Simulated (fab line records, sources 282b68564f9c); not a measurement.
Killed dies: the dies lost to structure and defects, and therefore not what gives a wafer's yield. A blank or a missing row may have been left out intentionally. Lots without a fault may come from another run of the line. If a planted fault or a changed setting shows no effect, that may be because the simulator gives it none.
A lot that was struck, set against a sound lot / flow ritCmos / 39 steps out of a route of 202
Sound: wafers L338.1, L338.4, L338.6. Wafers L349.2, L349.4, L349.5 were the ones struck. The cause is named last.
For every step that has rows: the tool of each side, followed by ch and its chambers, followed by its first start. Under that, the readings that differ: sound wafers / struck wafers / difference of the means / sigmas: that difference in standard deviations of wafers without a fault.
alike: words and numbers the same on both sides, and readings whose means are apart by under 2 such deviations; not compared: readings that were withheld, readings missing a value for some wafer, numbers with overlapping values and no deviation given by the record, and bounds like >300 which may hide the same value.
The two part at a step that has a row with sigmas, a row that says differs or no value, or rows on one side only. When numbers do not overlap yet have no deviation, they are printed without sigmas and do not part them. A reading missing from all wafers of one side parts the sides only when that side holds two or more wafers.

first, 3 steps without rows for these wafers: RIT_GATE_EXPOSE_13 (exposes mask M6, target cd 150 nm); RIT_GATE_PEB_14; RIT_GATE_DEVELOP_15 (develop time 50 s).
RIT_GATE_CD_MEAS_16: target cd 150 nm.
  sound on cdSem-02 at day 3 03:58; struck on cdSem-01 at day 5 20:55
  alike: cdNm
RIT_GATE_OVL_MEAS_17:
  sound on overlay-01 at day 3 04:05; struck on overlay-02 at day 5 21:02
  alike: GATE_OVL
then, 1 step without rows for these wafers: RIT_GATE_HARDBAKE_18 (time 60 s).
RIT_GATE_ETCH_19: etches poly-Si in SF6/CHF3/O2, stops on SiO2, time 165 s, target depth 312.5 nm.
  sound on rieSi-01 ch 0,3, day 3 04:16; struck on rieSi-02 ch 0,2,3, day 5 21:25
  alike: drypumpMotorCurrentA, heBacksideLeakSccm, oesProductAu, throttleValvePct
  not compared: rfHoursCounterH
RIT_GATE_STRIP_20: strips in O2, time 180 s.
  sound on plasmaAsher-04 ch 0,1, day 3 04:23; struck on plasmaAsher-04 ch 0,1, day 5 21:31
  alike: drypumpMotorCurrentA, rfReflPowerW
  not compared: rfHoursCounterH
RIT_GATE_CD_MEAS_90: target cd 150 nm.
  sound on cdSem-01 at day 3 04:33; struck on cdSem-02 at day 5 21:43
  alike: cdNm
then, 3 steps without rows for these wafers: RIT_REOX_CLEAN_00 (cleans in SC1, time 600 s); RIT_REOX_CLEAN_01 (cleans in dHF, time 30 s); RIT_REOX_CLEAN_02 (cleans in SC2, time 600 s).
RIT_REOX_OXIDATION_03: target thk 25.2 nm, ox time 5580 s.
  sound on furnace-04 ch 0, day 3 14:28; struck on furnace-04 ch 0, day 5 22:55
reading=spikeTcCentreC (C); sound=901.4 901.4 901.2; struck=916.8 914.9 915.6; difference=+14.4; sigmas=+10
reading=spikeTcLoadC (C); sound=924 924 924; struck=942 941 941; difference=+17; sigmas=+5
reading=spikeTcSourceC (C); sound=927 925 926; struck=942 944 942; difference=+17; sigmas=+4
reading=tubeCenterTempC (C); sound=900.05 899.99 900.04; struck=915.06 915.1 914.9; difference=+14.99; sigmas=+99 or more
reading=tube_center_temp_C_max; sound=902.5 902.2 902.9; struck=916.7 917.3 916.9; difference=+14.4; sigmas=+40
reading=model.SiO2_of_REOX_OXIDATION_03.thkNm (nm); sound=25.34 25.26 25.1; struck=29.58 29.41 29.51; difference=+4.27; sigmas=
RIT_REOX_THK_MEAS_04:
  sound on filmMetro-04 at day 3 17:01; struck on filmMetro-01 at day 6 01:28
reading=REOX_OXIDE_THK (nm); sound=25.3 25.2 25.1; struck=29.6 29.4 29.6; difference=+4.3; sigmas=+12
then, 6 steps without rows for these wafers: RIT_NLDD_HMDS_00 (prime time 60 s); RIT_NLDD_COAT_01 (resist thk 1000 nm); RIT_NLDD_SOFTBAKE_02 (time 60 s); RIT_NLDD_EXPOSE_03 (exposes mask M7, target cd 40700 nm); RIT_NLDD_PEB_04; RIT_NLDD_DEVELOP_05 (develop time 50 s).
RIT_NLDD_OVL_MEAS_06:
  sound on overlay-01 at day 3 17:55; struck on overlay-01 at day 6 02:30
  alike: NLDD_OVL
then, 2 steps without rows for these wafers: RIT_NLDD_HARDBAKE_07 (time 60 s); RIT_NLDD_IMPLANT_08.
RIT_NLDD_STRIP_09: strips in O2, time 180 s.
  sound on plasmaAsher-03 ch 0,1, day 3 18:15; struck on plasmaAsher-03 ch 0,1, day 6 02:57
  alike: drypumpMotorCurrentA, rfReflPowerW
  not compared: rfHoursCounterH
RIT_NLDD_TW_MEAS_10:
  sound on filmMetro-02 at day 3 18:26; struck on filmMetro-03 at day 6 03:08
  alike: NLDD_TW
then, 6 steps without rows for these wafers: RIT_PLDD_HMDS_00 (prime time 60 s); RIT_PLDD_COAT_01 (resist thk 1000 nm); RIT_PLDD_SOFTBAKE_02 (time 60 s); RIT_PLDD_EXPOSE_03 (exposes mask M8, target cd 40900 nm); RIT_PLDD_PEB_04; RIT_PLDD_DEVELOP_05 (develop time 50 s).
RIT_PLDD_OVL_MEAS_06:
  sound on overlay-02 at day 3 19:28; struck on overlay-02 at day 6 04:38
reading=PLDD_OVL (nm); sound=2.5 2.2 3.1; struck=-1.8 0.3 -2.1; difference=-3.8; sigmas=-3
then, 2 steps without rows for these wafers: RIT_PLDD_HARDBAKE_07 (time 60 s); RIT_PLDD_IMPLANT_08.
RIT_PLDD_STRIP_09: strips in O2, time 180 s.
  sound on plasmaAsher-02 ch 1, day 3 19:48; struck on plasmaAsher-04 ch 0,1, day 6 05:19
reading=drypumpMotorCurrentA (A); sound=6.4 6.4 6.4; struck=4.9 5.5 4.9; difference=-1.3; sigmas=-2
  alike: rfReflPowerW
  not compared: rfHoursCounterH
RIT_PLDD_TW_MEAS_10:
  sound on filmMetro-01 at day 3 19:58; struck on filmMetro-02 at day 6 05:31
  alike: PLDD_TW
RIT_SPACER_CLEAN_00: cleans in SC1, time 600 s.
  sound on wetBench-02 ch 1, day 3 20:02; struck on wetBench-04 ch 3, day 6 05:34
reading=model.SiO2_of_REOX_OXIDATION_03.thkNm (nm); sound=23.38 23.31 23.16; struck=27.29 27.11 27.21; difference=+3.92; sigmas=
then, 1 step without rows for these wafers: RIT_SPACER_CLEAN_01 (cleans in dHF, time 30 s).
RIT_M1_PROBE_99:
  rows exist in the record for the sound wafers here (prober-02, day 4 09:20), none for the struck ones

## WHERE THEY PART
Earliest at RIT_REOX_OXIDATION_03; latest, in this record, at RIT_M1_PROBE_99.

WHY: the cause the simulator had injected
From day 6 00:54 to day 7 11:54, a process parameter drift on furnace-04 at RIT_REOX_OXIDATION_03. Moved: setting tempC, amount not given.
